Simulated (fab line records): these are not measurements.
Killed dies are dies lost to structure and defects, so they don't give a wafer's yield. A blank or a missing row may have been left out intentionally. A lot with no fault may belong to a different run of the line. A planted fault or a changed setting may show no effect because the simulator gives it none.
Code-filled problem report in 8D (eight disciplines) form || flow berkeley cmos170 || the parts of the form that need people (team, actions taken, sign-off) are left out

1. WHAT IS WRONG
Mean of wafer_temp_C_max at UCB170_CONTACT_RTA_08: 889.7 across 6 wafers in 2 lots; on wafers with no fault it is 905.5 (standard deviation 0.94). Relative to the usual mean, that is a shift of -17 standard deviations.
The step: time 10 s.
The first sign was on wafer L557.1 at day 9 01:33, on rtp anneal-01. At this step, 42 wafers from 14 lots have a number in the record. By rule, "out" or "out of limits" means more than 4 standard deviations away from the usual mean. The rest of the wafers with a number are treated as sound.

2. WHAT IT IS, WHAT IT ISN'T
{"question": "which readings at this step", "is": "wafer_temp_C_max", "is not": "lamp power pct"}
{"question": "which lots", "is": "L557, L559", "is not": "L551, L552, L553, L556, L561, L563, L564, L566, L571, L572, L573, L574"}
{"question": "which wafers of those lots", "is": "all that have a number", "is not": "-"}
{"question": "read on which tools", "is": "rtp anneal-01", "is not": "rtp anneal-02"}
{"question": "when", "is": "from day 9 01:33", "is not": "up to then (12 sound wafers); but 24 sound wafers of L561, L563, L564, L566, L571, L572, L573, L574 came after"}

3. WHAT RULES OUT EACH SUSPECT
Counting: a tool at a process step up to the reading stays a suspect if it ran every lot that is out and no sound lot after the first of them.
- rtp anneal-01 at UCB170_CONTACT_RTA_08 (time 10 s): ruled out as a lasting fault. The sound lots L574 went through it after L557, its earliest lot that is out (day 9 01:33).
Left after counting: nothing in the record.

4. THE CAUSE (what the simulator had put in)
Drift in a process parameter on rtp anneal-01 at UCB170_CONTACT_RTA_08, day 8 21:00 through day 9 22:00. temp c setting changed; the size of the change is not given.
Counting ruled it out, wrongly.

5. SEQUENCE OF EFFECTS, ordered by route
One row per reading whose mean, taken over the struck wafers that have a number, lies over 3 standard deviations from the usual. Only readings whose record carries a usual standard deviation are examined. hours: median over the lots of the time between each lot's start at the first step of this table that gives one and its start at this step. sigmas: the change, counted in usual standard deviations.
{"hours": 0, "step": "UCB170_CONTACT_RTA_08", "reading": "wafer_temp_C_max", "usual": 905.5, "on struck wafers": 889.7, "change": -15.8, "sigmas": -17}
The process steps in it:
- UCB170_CONTACT_RTA_08: time 10 s.
At these later measuring or inspecting steps, every struck wafer for which the step has a row has a number for every such reading, and none has moved that far: UCB170_M1_RS_MEAS_01.

6. HOW IT WOULD HAVE BEEN CAUGHT EARLIER
In this record no reading fell out of limits until day 9 01:33, 5 hours after the fault had begun at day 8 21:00.
